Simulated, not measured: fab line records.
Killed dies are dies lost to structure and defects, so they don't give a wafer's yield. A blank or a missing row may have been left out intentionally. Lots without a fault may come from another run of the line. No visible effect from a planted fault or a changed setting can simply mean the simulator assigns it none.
fab line records	flow berkeley-cmos170
record lots=13	wafers=39	last-day=14
route steps=331 shown PWELL@39
lots with no fault: from the same line, run without faults
start-h: start of the lot's first displayed wafer, in hours after the record's first day	wait-h: how many hours have passed since the lot's step before this one	" unchanged from the row above	L1.1+2: a single row standing in for several wafers	- value missing, or start not given	* or withheld: withheld	< > ~ a bound
route shown NAME@n: names a module that has steps shown in the file, with the first one's number in the route	usual: mean and standard deviation over wafers with no fault	same: alike in all rows	chamber/n: place in a boat	sites: per-site readings	_std_site: standard deviation across them	_edge_site: mean of outer sites minus mean of inner sites	radius-mm: how far each site lies from the wafer's centre	mask NAME#n: copy n	behind: the last tool/chamber to shape the wafer	hold: why the lot was held/for how many hours/how that ended	device: names the non-switching transistor (n, p or np)	end of line: the route-end tests of the same wafers	a step given without rows: its recipe and nothing more	killed: count of dies lost to structure and defects at first sort (not the wafer's yield)	map: per-die view of a wafer (x killed, . not killed, _ where there is no die)
set.NAME: the setting that was run; set.NAME@STEP: the one run at that earlier step	model.NAME: the simulator's own value behind a step, which no gauge read
steps of the route over a sample of lots; a table a step, a row a wafer
services: the hour from which a tool's chamber was out of use, counted from the record's first day as start-h (under 0 if before that day), plus the number of hours and why
## steps
# step UCB170_PWELL_CVD_05
# recipe material=Si3N4	target-thk-nm=220	temp-c=800	precursor=SiH2Cl2/NH3	time-s=3300	pressure-mtorr=200	sih2cl2-flow-sccm=25	nh3-flow-sccm=75
# usual nh3-flow-sccm=75.02/0.22	sih2cl2-flow-sccm=25.01/0.06	zone-power-load-pct=22.0/1.4
lot.wafer	tool	chamber	start-h	wait-h	nh3-flow-sccm	sih2cl2-flow-sccm	zone-power-load-pct
L421.2	lpcvd-01	0	56.76	0.0	75.22	24.95	21.2
L421.4	"	0	"	"	75.04	24.91	21.4
L421.5	"	0	"	"	75.19	24.98	21.5
L422.2	lpcvd-02	1	60.35	0.0	75.11	24.91	23.9
L422.5	"	1	"	"	75.12	24.99	24.1
L422.6	"	1	"	"	75.39	24.99	23.2
L427.2	lpcvd-01	1	89.28	0.0	75.25	20.04	20.6
L427.3	"	1	"	"	74.97	19.99	20.7
L427.4	"	1	"	"	75.48	19.97	20.3
L432.1	lpcvd-02	0	117.60	0.0	74.58	25.04	20.1
L432.3	"	0	"	"	74.60	24.85	20.4
L432.6	"	0	"	"	74.67	25.05	20.2
L433.1	lpcvd-02	0	117.60	0.0	75.54	24.96	20.3
L433.4	"	0	"	"	75.24	25.02	20.7
L433.5	"	0	"	"	75.36	24.96	20.5
L434.1	lpcvd-02	0	134.98	0.0	74.84	25.07	20.2
L434.3	"	0	"	"	75.05	24.98	19.9
L434.5	"	0	"	"	75.26	25.03	20.4
L435.2	lpcvd-02	1	134.98	0.0	74.91	25.02	23.9
L435.3	"	1	"	"	74.99	25.06	23.5
L435.6	"	1	"	"	74.85	25.08	23.8
L436.2	lpcvd-02	0	142.52	0.0	74.93	25.01	20.3
L436.4	"	0	"	"	74.61	24.95	20.3
L436.5	"	0	"	"	75.26	24.99	20.2
L439.2	lpcvd-02	1	163.75	1.7	75.21	25.15	23.6
L439.3	"	1	"	"	75.33	25.00	23.7
L439.6	"	1	"	"	74.97	25.04	24.0
L440.3	lpcvd-02	1	163.75	1.7	74.86	24.99	23.6
L440.5	"	1	"	"	75.18	24.97	23.7
L440.6	"	1	"	"	74.96	25.01	23.8
L441.1	lpcvd-02	1	169.75	1.5	75.08	25.10	23.8
L441.3	"	1	"	"	75.31	25.05	23.4
L441.6	"	1	"	"	75.25	25.09	23.8
L442.4	lpcvd-02	1	169.75	1.5	75.22	24.97	24.0
L442.5	"	1	"	"	75.34	24.96	23.9
L442.6	"	1	"	"	75.14	24.97	23.6
L443.1	lpcvd-02	1	169.75	1.5	74.85	25.05	23.9
L443.5	"	1	"	"	75.08	25.03	23.7
L443.6	"	1	"	"	74.87	24.94	23.5
# step UCB170_PWELL_THK_MEAS_06
# recipe reads=Si3N4_of_PWELL_CVD_05
# usual PWELL_NITRIDE_THK=220.5/1.9
lot.wafer	tool	chamber	start-h	wait-h	PWELL_NITRIDE_THK[nm]
L421.2	film-metro-02	-	58.68	0.0	223.7
L421.4	"	-	"	"	223.0
L421.5	"	-	"	"	223.4
L422.2	film-metro-01	-	62.27	0.0	222.5
L422.5	"	-	"	"	222.7
L422.6	"	-	"	"	221.9
L427.2	film-metro-03	-	91.21	0.0	210.4
L427.3	"	-	"	"	210.4
L427.4	"	-	"	"	211.3
L432.1	film-metro-02	-	119.52	0.0	220.5
L432.3	"	-	"	"	218.8
L432.6	"	-	"	"	222.6
L433.1	film-metro-01	-	119.52	0.0	221.9
L433.4	"	-	"	"	221.2
L433.5	"	-	"	"	221.4
L434.1	film-metro-01	-	136.90	0.0	220.0
L434.3	"	-	"	"	220.8
L434.5	"	-	"	"	221.3
L435.2	film-metro-02	-	136.91	0.0	221.5
L435.3	"	-	"	"	222.1
L435.6	"	-	"	"	219.8
L436.2	film-metro-02	-	144.45	0.0	220.8
L436.4	"	-	"	"	223.1
L436.5	"	-	"	"	222.7
L439.2	film-metro-03	-	165.68	0.0	219.4
L439.3	"	-	"	"	220.4
L439.6	"	-	"	"	221.6
L440.3	film-metro-01	-	165.69	0.0	218.1
L440.5	"	-	"	"	217.8
L440.6	"	-	"	"	219.8
L441.1	film-metro-02	-	171.67	0.0	221.4
L441.3	"	-	"	"	222.0
L441.6	"	-	"	"	222.0
L443.1	film-metro-01	-	171.67	0.0	221.8
L443.5	"	-	"	"	222.9
L443.6	"	-	"	"	224.3
L442.4	film-metro-03	-	171.70	0.0	220.2
L442.5	"	-	"	"	220.1
L442.6	"	-	"	"	219.3
# step UCB170_PWELL_ETCH_14
# recipe chemistry=CH3F/Ar/O2	target=Si3N4	stop-on=SiO2	CH3F_flow_sccm=20	Ar_flow_sccm=50	O2_flow_sccm=7	pressure-mtorr=50	rf-w=450	target-depth-a=2420	over-etch-frac=0.1	time-s=151
# usual drypump-motor-current-A=5.9/0.47	oes-product-au=0.946/0.013	throttle-valve-pct=8.03/0.11
lot.wafer	tool	chamber	start-h	wait-h	drypump-motor-current-A	oes-product-au	rf-hours-counter-h	throttle-valve-pct
L421.2	rie-diel-02	2	59.89	0.0	6.2	0.951	114	8.09
L421.4	"	3	"	"	6.3	0.958	-	8.18
L421.5	"	0	"	"	6.0	0.968	-	8.04
L422.2	rie-diel-01	3	63.59	0.0	6.3	0.947	52	8.13
L422.5	"	3	"	"	6.3	0.945	-	8.12
L422.6	"	0	"	"	6.4	0.934	-	7.87
L427.2	rie-diel-01	1	92.30	0.0	5.5	0.923	38	7.92
L427.3	"	3	"	"	6.3	0.912	54	8.11
L427.4	"	2	"	"	5.4	0.905	76	7.78
L432.1	rie-diel-03	0	121.34	0.0	5.1	0.936	16	8.13
L432.3	"	1	"	"	6.2	0.930	73	8.14
L432.6	"	1	"	"	6.2	0.946	-	8.12
L433.1	rie-diel-01	1	121.43	0.0	5.5	0.961	40	7.91
L433.4	"	3	"	"	6.3	0.932	55	8.14
L433.5	"	1	"	"	5.5	0.960	-	7.90
L435.2	rie-diel-03	1	137.84	0.0	6.2	0.944	73	8.13
L435.3	"	2	"	"	6.4	0.971	135	8.02
L435.6	"	3	"	"	5.5	0.934	-	8.02
L434.1	rie-diel-02	0	138.08	0.0	6.1	0.958	85	8.04
L434.3	"	3	"	"	6.3	0.952	116	8.19
L434.5	"	0	"	"	6.0	0.959	-	8.04
L436.2	rie-diel-03	1	145.75	0.0	6.2	0.945	74	8.11
L436.4	"	2	"	"	6.4	0.963	136	8.03
L436.5	"	0	"	"	5.1	0.944	-	8.14
L440.3	rie-diel-02	2	166.84	0.0	6.2	0.941	118	8.09
L440.5	"	0	"	"	6.1	0.944	-	8.03
L440.6	"	3	"	"	6.3	0.943	-	8.19
L439.2	rie-diel-03	2	167.11	0.0	6.4	0.954	136	8.02
L439.3	"	1	"	"	6.1	0.942	74	8.12
L439.6	"	1	"	"	6.2	0.938	-	8.11
L441.1	rie-diel-02	1	172.73	0.0	6.5	0.945	4	7.95
L441.3	"	0	"	"	6.1	0.967	86	8.05
L441.6	"	1	"	"	6.5	0.950	-	7.95
L443.1	rie-diel-01	0	172.85	0.0	6.4	0.940	104	7.89
L443.5	"	1	"	"	5.5	0.956	-	7.90
L443.6	"	2	"	"	5.4	0.941	-	7.78
L442.4	rie-diel-03	3	172.96	0.0	5.5	0.934	1	8.03
L442.5	"	1	"	"	6.2	0.939	-	8.11
L442.6	"	2	"	"	6.4	0.955	-	8.03
## services
tool	chamber	start-h	hours	kind
rie-diel-02	1	46.52	-	clean
rie-diel-02	1	46.52	19.1	scheduled-down
rie-diel-02	1	46.52	19.1	vent-cycle
rie-diel-03	-	95.21	4.0	pm
rie-diel-02	-	98.46	14.6	pm
rie-diel-03	2	101.96	3.7	repair
rie-diel-03	-	110.87	2.8	pm
rie-diel-03	3	113.62	-	clean
rie-diel-03	3	113.62	13.2	scheduled-down
rie-diel-03	3	113.62	13.2	vent-cycle
rie-diel-01	3	124.30	2.1	repair
lpcvd-02	-	151.22	0.5	repair
rie-diel-03	3	154.11	13.3	repair
lpcvd-01	-	156.39	26.1	repair
## key
first-sign step=UCB170_PWELL_CVD_05	reading=sih2cl2-flow-sccm	direction=down	sigmas=84	usual=25.01	struck=20.00
effect step=UCB170_PWELL_THK_MEAS_06	reading=PWELL_NITRIDE_THK	direction=down	sigmas=5.3	usual=220.5	struck=210.7
effect step=UCB170_PWELL_ETCH_14	reading=oes-product-au	direction=down	sigmas=2.6	usual=0.946	struck=0.913
met-at UCB170_PWELL_CVD_05
struck-lots L427
struck-wafers L427.2,L427.3,L427.4
tester-left-out L427
fault kind=process-parameter-drift	tool=lpcvd-01	chamber=1	onset-h=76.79	steps=UCB170_PWELL_CVD_05	channel=sih2cl2-flow-sccm	offset=-5	shape=step	end-h=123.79	acts-in=these-recipes-only	stated=25
# tester-left-out: of these lots the tester's yield and bins aren't shown, on N5 and GAA mostly nor the transistor test; their killed dies are dies lost to structure and defects alone, not to doping, threshold or leakage, so they don't give the yield
